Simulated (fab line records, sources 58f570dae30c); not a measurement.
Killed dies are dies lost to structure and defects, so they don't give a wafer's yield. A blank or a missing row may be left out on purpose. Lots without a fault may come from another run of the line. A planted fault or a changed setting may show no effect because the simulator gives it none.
Which tool did it? | flow berkeley_cmos170 | 14 lots, 42 wafers sampled, at 4 steps of a route of 331

WHAT THE GAUGES READ, wafer by wafer
UCB170_M1_THK_MEAS_02: measures by xrf.
lot  | measured     | on            | M1_AL_THK (nm)
L689 | day 8 00:17  | film_metro-04 | 600 602 597
L692 | day 8 08:26  | film_metro-01 | 601 604 601
L691 | day 8 09:09  | film_metro-02 | 607 602 604
L694 | day 9 01:38  | film_metro-04 | 610 606 600
L695 | day 9 04:24  | film_metro-02 | 606 604 599
L698 | day 9 06:39  | film_metro-01 | 594 594 589
L697 | day 9 07:11  | film_metro-02 | 609 616 610
L700 | day 9 10:14  | film_metro-04 | 588 593 587
L701 | day 9 18:06  | film_metro-01 | 612 601 613
L705 | day 10 07:19 | film_metro-04 | 610 608 606
L703 | day 10 16:41 | film_metro-02 | 603 601 599
L706 | day 10 16:41 | film_metro-01 | 595 594 590
L711 | day 11 11:04 | film_metro-01 | 614 611 611
L710 | day 11 11:35 | film_metro-01 | 609 597 595

UCB170_M2_CD_MEAS_90: target cd 700 nm.
lot  | measured     | on        | cd_nm (nm)
L689 | day 8 13:41  | cd_sem-02 | 698.3 701.9 700.5
L692 | day 8 19:13  | cd_sem-02 | 698.9 700.7 696.7
L691 | day 8 19:58  | cd_sem-02 | 701.2 699.5 696.7
L694 | day 9 14:48  | cd_sem-02 | 701.6 702.3 700.7
L695 | day 9 15:41  | cd_sem-01 | 699.4 697.7 696.5
L698 | day 9 19:51  | cd_sem-01 | 704.6 703.4 702.7
L697 | day 9 21:10  | cd_sem-01 | 702.9 701.5 701.7
L700 | day 10 00:28 | cd_sem-02 | 697.9 698.9 701.7
L701 | day 10 09:08 | cd_sem-02 | 700.0 698.0 696.7
L705 | day 10 18:50 | cd_sem-01 | 709.3 701.9 712.7
L703 | day 11 03:08 | cd_sem-02 | 694.6 697.2 697.5
L706 | day 11 03:28 | cd_sem-02 | 701.1 705.8 707.9
L711 | day 11 22:56 | cd_sem-02 | 704.0 704.3 705.0
L710 | day 11 23:29 | cd_sem-02 | 700.1 697.7 697.8

WHICH TOOL RAN EACH LOT (tool, then ch and the chambers of the sampled wafers, then the start)
lot  | UCB170_M2_METAL_ETCH_18           | UCB170_M2_STRIP_19
L689 | rie_metal-01 ch 0,1, day 8 13:24  | plasma_asher-02 ch 0,1, day 8 13:35
L692 | rie_metal-04 ch 0,1, day 8 18:56  | plasma_asher-01 ch 0,1, day 8 19:07
L691 | rie_metal-01 ch 0, day 8 19:40    | plasma_asher-01 ch 0,1, day 8 19:51
L694 | rie_metal-02 ch 0,1, day 9 14:31  | plasma_asher-02 ch 0,1, day 9 14:42
L695 | rie_metal-04 ch 0,1, day 9 15:23  | plasma_asher-01 ch 0,1, day 9 15:35
L698 | rie_metal-02 ch 0,1, day 9 19:35  | plasma_asher-02 ch 0,1, day 9 19:44
L697 | rie_metal-01 ch 0, day 9 20:42    | plasma_asher-01 ch 0,1, day 9 21:04
L700 | rie_metal-04 ch 0,1, day 10 00:10 | plasma_asher-01 ch 0,1, day 10 00:22
L701 | rie_metal-04 ch 1, day 10 08:49   | plasma_asher-04 ch 0, day 10 09:01
L705 | rie_metal-01 ch 0,1, day 10 18:34 | plasma_asher-01 ch 0,1, day 10 18:43
L703 | rie_metal-04 ch 0, day 11 02:52   | plasma_asher-01 ch 0,1, day 11 03:02
L706 | rie_metal-01 ch 0,1, day 11 03:11 | plasma_asher-04 ch 0,1, day 11 03:22
L711 | rie_metal-02 ch 0,1, day 11 22:38 | plasma_asher-04 ch 0,1, day 11 22:49
L710 | rie_metal-04 ch 0,1, day 11 23:13 | plasma_asher-02 ch 0,1, day 11 23:22
- UCB170_M2_METAL_ETCH_18: etches Al in Cl2/BCl3, stops on SiO2, target depth 1170 nm, time 195 s.
- UCB170_M2_STRIP_19: strips in O2.

WHAT THE TOOLS THEMSELVES READ (means of the sampled wafers that have a number; where no wafer has one, the mark that the record gives instead)
UCB170_M2_METAL_ETCH_18.
lot  | tool         | bias_w (W) | drypump_motor_current_A (A) | oes_product_au (a.u.) | throttle_valve_pct (%)
L689 | rie_metal-01 | 119.6      | 5.4                         | 0.857                 | 24.09
L692 | rie_metal-04 | 119.9      | 6.0                         | 0.854                 | 24.77
L691 | rie_metal-01 | 120.1      | 5.4                         | 0.862                 | 24.18
L694 | rie_metal-02 | 119.8      | 5.5                         | 0.863                 | 24.49
L695 | rie_metal-04 | 119.9      | 6.0                         | 0.846                 | 24.77
L698 | rie_metal-02 | 119.5      | 5.5                         | 0.857                 | 24.50
L697 | rie_metal-01 | 120.5      | 5.4                         | 0.861                 | 24.17
L700 | rie_metal-04 | 120.0      | 5.9                         | 0.861                 | 24.70
L701 | rie_metal-04 | 120.1      | 6.0                         | 0.845                 | 24.81
L705 | rie_metal-01 | 119.7      | 5.4                         | 0.861                 | 24.06
L703 | rie_metal-04 | 119.9      | 5.9                         | 0.847                 | 24.66
L706 | rie_metal-01 | 120.3      | 5.4                         | 0.855                 | 24.06
L711 | rie_metal-02 | 120.0      | 5.7                         | 0.864                 | 24.38
L710 | rie_metal-04 | 120.1      | 6.0                         | 0.845                 | 24.76

UCB170_M2_STRIP_19.
lot  | tool            | drypump_motor_current_A (A) | oes_product_au (a.u.)
L689 | plasma_asher-02 | 6.0                         | 0.558
L692 | plasma_asher-01 | 6.0                         | 0.540
L691 | plasma_asher-01 | 6.0                         | 0.570
L694 | plasma_asher-02 | 6.0                         | 0.558
L695 | plasma_asher-01 | 6.0                         | 0.532
L698 | plasma_asher-02 | 5.9                         | 0.562
L697 | plasma_asher-01 | 6.1                         | 0.571
L700 | plasma_asher-01 | 5.8                         | 0.520
L701 | plasma_asher-04 | 6.1                         | 0.538
L705 | plasma_asher-01 | 6.0                         | 0.664
L703 | plasma_asher-01 | 6.0                         | 0.522
L706 | plasma_asher-04 | 5.5                         | 0.667
L711 | plasma_asher-04 | 5.5                         | 0.557
L710 | plasma_asher-02 | 5.9                         | 0.527

THE ANSWER, worked out from the rows above alone
Rule: what is usual is taken from the lots themselves. Put in order of their means at a reading, lots are off if they are a third of the lots or fewer, leave a main group of 4 or more, and stand apart from it by a gap of 3 or more times the standard deviation of the main group's means; of several such gaps the widest counts. A main group whose means are all the same, to the digits that the tables above print for the reading, isn't used. A lot without any number at a reading at which 4 lots or more have one is off too. The other lots that the step has rows for count as sound. The gauges are gone through in route order, then the tools' own readings, and for those a lot's mean is taken as printed above. The first step at which some lot is off is used, and at that step the reading that is off furthest; a lot without a number counts as furthest.
Off: L705, L706, at UCB170_M2_STRIP_19 (oes_product_au). The main group: mean 0.546 a.u., standard deviation 0.018.
A tool fits if, at that step or a process step before it, it ran every lot that is off, and no sound lot after the first of them. One fits: rie_metal-01 at UCB170_M2_METAL_ETCH_18. Its last sound lot is L697 (day 9 20:42), its first lot that is off L705 (day 10 18:34): a fault that began between those two fits.

WHAT THE SIMULATOR HAD PUT IN
Process parameter drift: rie_metal-01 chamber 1, from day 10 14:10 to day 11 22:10, at UCB170_M2_METAL_ETCH_18. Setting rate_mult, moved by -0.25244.
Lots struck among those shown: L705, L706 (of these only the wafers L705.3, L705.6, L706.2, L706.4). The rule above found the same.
